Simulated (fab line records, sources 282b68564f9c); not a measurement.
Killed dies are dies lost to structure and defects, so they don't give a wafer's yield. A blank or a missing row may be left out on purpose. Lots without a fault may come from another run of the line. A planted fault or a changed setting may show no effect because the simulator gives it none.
A struck lot beside a sound one | flow rit_cmos | 26 steps out of a route of 202
Sound: wafers L323.3, L323.4, L323.6. Struck: wafers L332.2, L332.3, L332.6. The cause comes at the end.
At each step with rows: each side's tool, then ch and its chambers, then its first start. Under that, the readings that differ: sound wafers | struck wafers | difference of the means | sigmas: that difference in standard deviations of wafers without a fault.
alike: readings whose means differ by less than 2 such deviations, and words and numbers that are the same on both sides. not compared: withheld readings, readings that some wafer has no value for, bounds like >300 that may hide the same value, and numbers for which the record gives no deviation and whose values overlap.
The two part at a step that has a row with sigmas, a row that says differs or no value, or rows on one side only. Numbers that don't overlap but have no deviation are shown without sigmas and don't part them. A reading that every wafer of one side lacks parts them only if that side has two wafers or more.

first, 1 step without rows for these wafers: RIT_PRETRO_IMPLANT_08.
RIT_PRETRO_STRIP_09: strips in O2, time 180 s.
  sound on plasma_asher-01 ch 0,1, day 3 19:31; struck on plasma_asher-02 ch 0,1, day 5 17:07
  alike: drypump_motor_current_A, o2_flow_sccm
  not compared: rf_hours_counter_h
RIT_PRETRO_TW_MEAS_10:
  sound on film_metro-01, day 3 19:40; struck on film_metro-03, day 5 17:19
  alike: PRETRO_TW
then, 5 steps without rows for these wafers: RIT_GATE_WET_ETCH_00 (etches SiO2 in BOE, target depth 56 nm, time 60 s); RIT_GATE_CLEAN_01 (cleans in SC1, time 600 s); RIT_GATE_CLEAN_02 (cleans in dHF, time 30 s); RIT_GATE_CLEAN_03 (cleans in SC2, time 600 s); RIT_GATE_CLEAN_04 (cleans in dHF, time 60 s).
RIT_FOX2_THK_MEAS_91:
  sound on film_metro-01, day 3 20:09; struck on film_metro-03, day 5 17:47
  alike: FIELD_OXIDE_LEFT_2_THK
then, 2 steps without rows for these wafers: RIT_GATE_OXIDATION_05 (target thk 3 nm, ox time 270 s); RIT_GATE_ANNEAL_06 (time 600 s).
RIT_GATE_THK_MEAS_07:
  sound on film_metro-02, day 3 22:34; struck on film_metro-01, day 5 19:18
  reading             | sound          | struck         | difference | sigmas
  GATE_OXIDE_THK (nm) | 3.06 3.02 3.16 | 2.93 2.91 2.96 | -0.15      | -2
RIT_GATE_CVD_08: deposits poly-Si from SiH4, target thk 250 nm, time 2220 s.
  sound on lpcvd-02 ch 0, day 3 22:36; struck on lpcvd-02 ch 1, day 5 19:21
  reading                                  | sound           | struck            | difference | sigmas
  model.poly-Si_of_GATE_CVD_08.thk_nm (nm) | 255.8 255 252.9 | 342.9 341.6 343.5 | +88.1      |
  alike: spike_tc_centre_C, spike_tc_source_C
RIT_GATE_THK_MEAS_09:
  sound on film_metro-03, day 4 00:14; struck on film_metro-02, day 5 20:59
  reading            | sound             | struck            | difference | sigmas
  GATE_POLY_THK (nm) | 255.9 254.8 252.9 | 342.8 341.7 343.5 | +88.1      | +42
then, 6 steps without rows for these wafers: RIT_GATE_HMDS_10 (prime time 60 s); RIT_GATE_COAT_11 (resist thk 850 nm); RIT_GATE_SOFTBAKE_12 (time 60 s); RIT_GATE_EXPOSE_13 (exposes mask M6, target cd 150 nm); RIT_GATE_PEB_14; RIT_GATE_DEVELOP_15 (develop time 50 s).
RIT_GATE_CD_MEAS_16: target cd 150 nm.
  sound on cd_sem-02, day 4 01:17; struck on cd_sem-01, day 5 22:01
  reading    | sound             | struck            | difference | sigmas
  cd_nm (nm) | 145.4 148.3 147.4 | 155.4 154.9 154.6 | +7.9       | +3
RIT_GATE_OVL_MEAS_17:
  sound on overlay-02, day 4 01:23; struck on overlay-01, day 5 22:08
  alike: GATE_OVL
then, 1 step without rows for these wafers: RIT_GATE_HARDBAKE_18 (time 60 s).
RIT_GATE_ETCH_19: etches poly-Si in SF6/CHF3/O2, stops on SiO2, time 165 s, target depth 312.5 nm.
  sound on rie_si-01 ch 0,1, day 4 01:34; struck on rie_si-02 ch 1,2,3, day 5 22:19
  reading                          | sound             | struck            | difference | sigmas
  oes_product_au (a.u.)            | 0.862 0.855 0.859 | 1.000 1.007 0.974 | +0.135     | +10
  model.GATE.feature_depth_nm (nm) | 255.8 255 252.9   | 307 320.1 298.9   | +54        |
  model.etch.depth_nm (nm)         | 255.8 255 252.9   | 307 320.1 298.9   | +54        |
  alike: SF6_flow_sccm, drypump_motor_current_A, throttle_valve_pct
  not compared: rf_hours_counter_h
RIT_GATE_STRIP_20: strips in O2, time 180 s.
  sound on plasma_asher-04 ch 0,1, day 4 01:44; struck on plasma_asher-01 ch 0,1, day 5 22:25
  alike: drypump_motor_current_A, o2_flow_sccm
  not compared: rf_hours_counter_h
RIT_M1_PROBE_99:
  sound on prober-01, day 4 22:53; struck on prober-02, day 6 18:35
  reading             | sound | struck      | difference | sigmas
  killed_at_front_end | 5 5 6 | 264 263 264 | +258       | +81
  killed_dies         | 5 5 6 | 264 263 264 | +258       | +81
  killed_on_rim       | 2 3 1 | 70 70 70    | +68        | +49
  alike: killed_open, killed_short

WHERE THEY PART
First at RIT_GATE_THK_MEAS_07; last, within this record, at RIT_M1_PROBE_99.

WHY: what the simulator had put in
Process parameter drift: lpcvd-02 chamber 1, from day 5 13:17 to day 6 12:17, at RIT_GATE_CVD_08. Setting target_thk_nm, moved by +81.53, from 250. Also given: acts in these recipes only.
